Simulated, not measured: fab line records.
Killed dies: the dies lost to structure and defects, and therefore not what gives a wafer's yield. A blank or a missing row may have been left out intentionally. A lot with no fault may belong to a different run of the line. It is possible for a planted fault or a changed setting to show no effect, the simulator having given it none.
Split-lot study	flow ritCmos	23 wafers read across 5 lots, on a route 202 steps long

## THE SPLIT ITSELF
At RIT_SILICIDE_SPUTTER_01 (material Ti, target thk 30 nm, time 240 s), the setting timeS was moved away from the recipe's 240 s on 8 of the 23 wafers read, by -13.5% to +10.9%. This setting was run at the recipe's value on the other wafers.

## FROM THE SPLIT TO THE READING: what the file shows between them, 1 step
- RIT_SILICIDE_RS_MEAS_02: measures by four-point-probe

## THE READING
SILICIDE_TI_THK, in nm, at RIT_SILICIDE_THK_MEAS_03 (measures by xrf). Fault-free wafers of this fab line usually give 30.1 nm, standard deviation 0.39 nm.

wafer	tool, chamber at the split	timeS as run, s	against the recipe	SILICIDE_TI_THK, nm	against lot-mates on the recipe
L074.2	pvdSputter-03, -	240	recipe	29.8	-
L074.4	pvdSputter-03, -	240	recipe	29.6	-
L074.5	pvdSputter-03, -	240	recipe	29.9	-
L077.1	pvdSputter-02, -	240	recipe	30.2	-
L077.2	pvdSputter-02, -	207.5	-13.5%	25.4	-4.6
L077.3	pvdSputter-02, -	240	recipe	30.0	-
L077.4	pvdSputter-02, -	207.5	-13.5%	25.4	-4.6
L077.6	pvdSputter-02, -	240	recipe	29.9	-
L079.1	pvdSputter-02, -	240	recipe	30.8	-
L079.2	pvdSputter-02, -	240	recipe	29.8	-
L079.4	pvdSputter-02, -	240	recipe	29.7	-
L079.5	pvdSputter-02, -	240	recipe	30.1	-
L079.6	pvdSputter-02, -	240	recipe	29.8	-
L081.1	pvdSputter-02, -	240	recipe	30.5	-
L081.3	pvdSputter-02, -	240	recipe	30.8	-
L081.4	pvdSputter-02, -	266.2	+10.9%	33.5	+2.9
L081.5	pvdSputter-02, -	266.2	+10.9%	34.2	+3.6
L081.6	pvdSputter-02, -	266.2	+10.9%	33.7	+3.1
L083.1	pvdSputter-02, -	240	recipe	29.9	-
L083.2	pvdSputter-02, -	226.9	-5.5%	28.7	-1.1
L083.4	pvdSputter-02, -	226.9	-5.5%	28.7	-1.1
L083.5	pvdSputter-02, -	226.9	-5.5%	28.5	-1.3
L083.6	pvdSputter-02, -	240	recipe	29.7	-

FIT RESULTS
A straight line over all 23 wafers: SILICIDE_TI_THK changes by +0.335 nm for each +1% of timeS; r = +0.98; the points scatter about the line by 0.37 nm.
The same after taking each lot's own level away (the mean of its wafers on the recipe; 23 wafers): +0.304 nm for each +1%; r = +0.98; scatter 0.35 nm.
Per that fit: largest timeS move, reading shift of 4.1 nm.
Across the lots, their own levels run from 29.77 to 30.65 nm, a range of 2.3 times the standard deviation given above.
The two slopes are in agreement: the lot-to-lot level therefore moves the slope only a little.
Check: with one of the wafers moved furthest among these (-13.5%) left out of the fit, the line predicts -3.95 nm for it against its lot-mates. It came out at -4.63 nm against them.

## FURTHER SPLITS ON THESE WAFERS
Before the reading, these wafers also passed through other splits. Each is held against what the fit with the lots' levels taken away leaves over:
other split on the same wafers	wafers away from the commonest value	r with SILICIDE_TI_THK (lot level and that fit taken away)
RIT_PSD_IMPLANT_08 doseCm2	8	-0.29

## THE WHOLE CHAIN: every reading that the file lists as answering this split, in the file's order
step	what it does	reading	change (the file's fit)	r (the file's)
RIT_SILICIDE_SPUTTER_01	material Ti, target thk 30 nm, time 240 s	Ti_of_SILICIDE_SPUTTER_01.thkNm (the simulator's own value, which no gauge read)	+0.312 nm for each +1% of the setting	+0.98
RIT_SILICIDE_RS_MEAS_02	measures by four-point-probe	SILICIDE_TI_RS	-0.68 for each +1% of the setting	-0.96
RIT_SILICIDE_THK_MEAS_03	measures by xrf	SILICIDE_TI_THK	+0.311 for each +1% of the setting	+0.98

## THE FILE'S OWN FIT
SILICIDE_TI_THK changes by +0.311 nm for each +1% of timeS, r = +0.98.
